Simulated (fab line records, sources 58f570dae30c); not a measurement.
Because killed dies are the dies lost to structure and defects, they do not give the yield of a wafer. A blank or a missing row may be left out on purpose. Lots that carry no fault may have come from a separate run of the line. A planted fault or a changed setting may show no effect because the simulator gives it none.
The tool behind it: which one?    flow berkeley-cmos170    42 wafers from 14 lots sampled at 6 of the route's 331 steps

## WHAT THE GAUGES SHOWED, per wafer
UCB170_V2_OVL_MEAS_13. Usual: V2_OVL gives 1 nm (standard deviation 5.9).
lot   measured      on          V2_OVL (nm)  flag
L309  day 9 09:16   overlay-02  11 9 5       
L312  day 9 09:47   overlay-01  10 3 8       
L311  day 9 11:46   overlay-01  0 -4 10      
L314  day 10 15:29  overlay-02  -12 -3 -6    
L316  day 10 17:48  overlay-01  9 3 1        
L317  day 10 18:11  overlay-02  3 3 4        
L315  day 10 18:21  overlay-01  0 -5 -2      
L319  day 11 04:38  overlay-01  -3 1 -2      
L318  day 11 04:52  overlay-01  4 0 3        
L323  day 12 21:00  overlay-01  -5 -10 -10   
L328  day 13 10:37  overlay-01  6 6 7        
L329  day 13 11:19  overlay-02  1 6 3        
L331  day 13 14:46  overlay-01  0 -4 0       
L332  day 14 02:49  overlay-01  -11 -9 4     

UCB170_M3_CD_MEAS_90: target cd 700 nm. Usual: cd-nm 698 nm, standard deviation 3.5.
lot   measured      on         cd-nm (nm)   flag
L309  day 9 12:54   cd-sem-01  697 699 695  
L312  day 9 13:22   cd-sem-02  706 700 705  
L311  day 9 15:23   cd-sem-01  696 693 693  
L314  day 10 18:50  cd-sem-02  699 701 696  
L316  day 10 22:19  cd-sem-01  700 696 694  
L317  day 10 23:18  cd-sem-02  699 696 698  
L315  day 10 23:37  cd-sem-01  695 701 701  
L319  day 11 07:50  cd-sem-02  695 700 705  
L318  day 11 08:11  cd-sem-01  680 678 675  OFF
L323  day 13 02:07  cd-sem-02  675 677 679  OFF
L328  day 13 13:39  cd-sem-01  697 697 695  
L329  day 13 14:32  cd-sem-01  704 702 694  
L331  day 13 18:12  cd-sem-02  700 702 698  
L332  day 14 05:50  cd-sem-01  699 704 703  

## WHAT TOOL EACH LOT RAN ON (gives the tool, then ch and the chambers of the sampled wafers, and finally the start)
lot   UCB170_M2_SPUTTER_01          UCB170_M2_STRIP_07                    UCB170_M3_METAL_ETCH_18            UCB170_M3_STRIP_19
L309  pvd-sputter-04, day 9 02:02   plasma-asher-04 ch 0,1, day 9 02:45   rie-metal-04 ch 1, day 9 12:25     plasma-asher-01 ch 0,1, day 9 12:47
L312  pvd-sputter-03, day 9 02:15   plasma-asher-02 ch 0,1, day 9 03:04   rie-metal-02 ch 0,1, day 9 13:04   plasma-asher-01 ch 0,1, day 9 13:16
L311  pvd-sputter-01, day 9 05:34   plasma-asher-02 ch 0,1, day 9 06:51   rie-metal-04 ch 1, day 9 14:58     plasma-asher-04 ch 0,1, day 9 15:15
L314  pvd-sputter-01, day 10 10:16  plasma-asher-01 ch 0,1, day 10 11:01  rie-metal-03 ch 0,1, day 10 18:35  plasma-asher-03 ch 0,1, day 10 18:44
L316  pvd-sputter-03, day 10 12:16  plasma-asher-01 ch 0,1, day 10 12:58  rie-metal-02 ch 0,1, day 10 21:48  plasma-asher-04 ch 0,1, day 10 21:59
L317  pvd-sputter-04, day 10 12:30  plasma-asher-02 ch 0,1, day 10 13:40  rie-metal-04 ch 0,1, day 10 23:02  plasma-asher-01 ch 0,1, day 10 23:11
L315  pvd-sputter-01, day 10 12:44  plasma-asher-01 ch 1, day 10 13:49    rie-metal-03 ch 0,1, day 10 23:14  plasma-asher-03 ch 0,1, day 10 23:26
L319  pvd-sputter-04, day 10 22:38  plasma-asher-02 ch 0,1, day 10 23:34  rie-metal-03 ch 0,1, day 11 07:32  plasma-asher-01 ch 0,1, day 11 07:43
L318  pvd-sputter-03, day 10 23:34  plasma-asher-02 ch 0,1, day 11 00:37  rie-metal-04 ch 0,1, day 11 07:52  plasma-asher-03 ch 0,1, day 11 08:04
L323  pvd-sputter-04, day 12 15:10  plasma-asher-04 ch 0,1, day 12 15:52  rie-metal-04 ch 0,1, day 13 01:49  plasma-asher-01 ch 1, day 13 01:59
L328  pvd-sputter-01, day 13 04:36  plasma-asher-04 ch 0,1, day 13 05:52  rie-metal-02 ch 0,1, day 13 13:22  plasma-asher-03 ch 0,1, day 13 13:33
L329  pvd-sputter-03, day 13 04:55  plasma-asher-04 ch 1, day 13 06:10    rie-metal-03 ch 0,1, day 13 14:16  plasma-asher-01 ch 0,1, day 13 14:26
L331  pvd-sputter-03, day 13 09:12  plasma-asher-01 ch 0,1, day 13 09:55  rie-metal-02 ch 0,1, day 13 17:53  plasma-asher-04 ch 0,1, day 13 18:05
L332  pvd-sputter-04, day 13 21:09  plasma-asher-02 ch 0,1, day 13 22:08  rie-metal-02 ch 0,1, day 14 05:35  plasma-asher-01 ch 0,1, day 14 05:44
- UCB170_M2_SPUTTER_01: material Al, target thk 900 nm, time 120 s.
- UCB170_M2_STRIP_07: strips in O2.
- UCB170_M3_METAL_ETCH_18: etches Al in Cl2/BCl3, stops on SiO2, target depth 1170 nm, time 195 s.
- UCB170_M3_STRIP_19: strips in O2.

## WHAT THE TOOLS THEMSELVES READ (means of the sampled wafers that have a number; where no wafer has one, the mark that the record gives instead)
UCB170_M2_SPUTTER_01. Usual: throttle-valve-pct 30.1 %, standard deviation 1.2.
lot   tool            throttle-valve-pct (%)  flag
L309  pvd-sputter-04  30.0                    
L312  pvd-sputter-03  30.0                    
L311  pvd-sputter-01  29.5                    
L314  pvd-sputter-01  29.8                    
L316  pvd-sputter-03  29.9                    
L317  pvd-sputter-04  29.8                    
L315  pvd-sputter-01  29.7                    
L319  pvd-sputter-04  30.7                    
L318  pvd-sputter-03  30.5                    
L323  pvd-sputter-04  30.0                    
L328  pvd-sputter-01  30.6                    
L329  pvd-sputter-03  31.3                    
L331  pvd-sputter-03  31.3                    
L332  pvd-sputter-04  30.0                    

UCB170_M2_STRIP_07. Usual: drypump-motor-current-A 5.7 A, standard deviation 0.35; oes-product-au 0.734 a.u., standard deviation 0.0048; strip-time-to-endpoint-s 22.00 s, standard deviation 0.059.
lot   tool             drypump-motor-current-A (A)  oes-product-au (a.u.)  strip-time-to-endpoint-s (s)  flag
L309  plasma-asher-04  5.3                          0.736                  22.07                         
L312  plasma-asher-02  5.8                          0.735                  21.96                         
L311  plasma-asher-02  5.8                          0.736                  22.02                         
L314  plasma-asher-01  6.0                          0.736                  22.05                         
L316  plasma-asher-01  6.0                          0.736                  22.06                         
L317  plasma-asher-02  6.0                          0.738                  22.05                         
L315  plasma-asher-01  6.1                          0.734                  21.90                         
L319  plasma-asher-02  5.9                          0.735                  22.00                         
L318  plasma-asher-02  5.8                          0.732                  22.05                         
L323  plasma-asher-04  5.3                          0.734                  21.93                         
L328  plasma-asher-04  5.2                          0.735                  21.96                         
L329  plasma-asher-04  5.4                          0.732                  22.00                         
L331  plasma-asher-01  6.0                          0.733                  21.97                         
L332  plasma-asher-02  5.9                          0.734                  22.05                         

UCB170_M3_METAL_ETCH_18. Usual: drypump-motor-current-A 5.7 A, standard deviation 0.41; he-backside-leak-sccm 3.41 sccm, standard deviation 0.25; oes-product-au 0.850 a.u., standard deviation 0.015; rf-fwd-power-W 598.1 W, standard deviation 1.9; throttle-valve-pct 24.33 %, standard deviation 0.2.
lot   tool          drypump-motor-current-A (A)  he-backside-leak-sccm (sccm)  oes-product-au (a.u.)  rf-fwd-power-W (W)  throttle-valve-pct (%)  flag
L309  rie-metal-04  6.1                          3.57                          0.846                  597.8               24.28                   
L312  rie-metal-02  5.4                          4.10                          0.849                  600.6               24.24                   
L311  rie-metal-04  6.2                          3.66                          0.843                  596.9               24.28                   
L314  rie-metal-03  6.2                          3.81                          0.869                  597.3               24.41                   
L316  rie-metal-02  5.4                          3.32                          0.864                  599.3               24.23                   
L317  rie-metal-04  5.7                          3.38                          0.839                  598.1               24.21                   
L315  rie-metal-03  6.2                          3.39                          0.866                  597.0               24.40                   
L319  rie-metal-03  5.8                          3.32                          0.857                  595.6               24.48                   
L318  rie-metal-04  5.7                          3.35                          0.835                  840.7               24.22                   OFF
L323  rie-metal-04  5.9                          3.45                          0.840                  837.8               24.24                   OFF
L328  rie-metal-02  5.4                          3.42                          0.858                  595.6               24.24                   
L329  rie-metal-03  5.8                          3.32                          0.870                  599.0               24.48                   
L331  rie-metal-02  5.4                          3.37                          0.843                  599.9               24.43                   
L332  rie-metal-02  5.4                          3.29                          0.851                  598.7               24.23                   

UCB170_M3_STRIP_19. Usual: drypump-motor-current-A 5.6 A, standard deviation 0.35; oes-product-au 0.536 a.u., standard deviation 0.022.
lot   tool             drypump-motor-current-A (A)  oes-product-au (a.u.)  flag
L309  plasma-asher-01  6.0                          0.548                  
L312  plasma-asher-01  6.0                          0.552                  
L311  plasma-asher-04  5.3                          0.554                  
L314  plasma-asher-03  5.6                          0.524                  
L316  plasma-asher-04  5.2                          0.557                  
L317  plasma-asher-01  5.9                          0.521                  
L315  plasma-asher-03  5.7                          0.531                  
L319  plasma-asher-01  6.0                          0.537                  
L318  plasma-asher-03  5.6                          0.314                  OFF
L323  plasma-asher-01  6.2                          0.316                  OFF
L328  plasma-asher-03  5.6                          0.552                  
L329  plasma-asher-01  5.9                          0.529                  
L331  plasma-asher-04  5.3                          0.561                  
L332  plasma-asher-01  5.9                          0.556                  

## THE ANSWER, worked out from the rows above alone
Rule: a lot is off if the mean of its wafers that have a number lies more than 3 standard deviations from the usual mean. A lot without any number at a reading at which 4 lots or more have one is off too. The other lots that the step has rows for count as sound. First the gauges in route order, then the tools' own readings, where a lot's mean is used as printed above. At the first step where some lot is off, the reading lying furthest off is the one used; lots without a number count as furthest.
Off, at UCB170_M3_CD_MEAS_90 on cd-nm: L318, L323.
A tool fits if, at a process step before that reading, it ran every lot that is off, and no sound lot after the first of them. Not tried: the gauges at UCB170_M3_CD_MEAS_90; whatever is off there is also off at UCB170_M3_METAL_ETCH_18, on other tools, and gauge error can't account for it. One candidate fits, namely rie-metal-04 at UCB170_M3_METAL_ETCH_18. Its last sound lot is L317 (day 10 23:02), its first lot that is off L318 (day 11 07:52): a fault that began between those two fits.
On the lots that are off, the tool's own readings at UCB170_M3_METAL_ETCH_18 differ by more than 5 times the standard deviation of the sound lots' means, which bears it out; rf-fwd-power-W reads 839.2 W there versus 598.0 W on the sound lots.

## WHAT HAD BEEN PUT IN BY THE SIMULATOR
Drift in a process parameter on rie-metal-04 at UCB170_M3_METAL_ETCH_18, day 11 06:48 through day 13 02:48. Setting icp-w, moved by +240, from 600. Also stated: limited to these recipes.
Struck lots among those shown: L318, L323. The rule above reached the same finding.
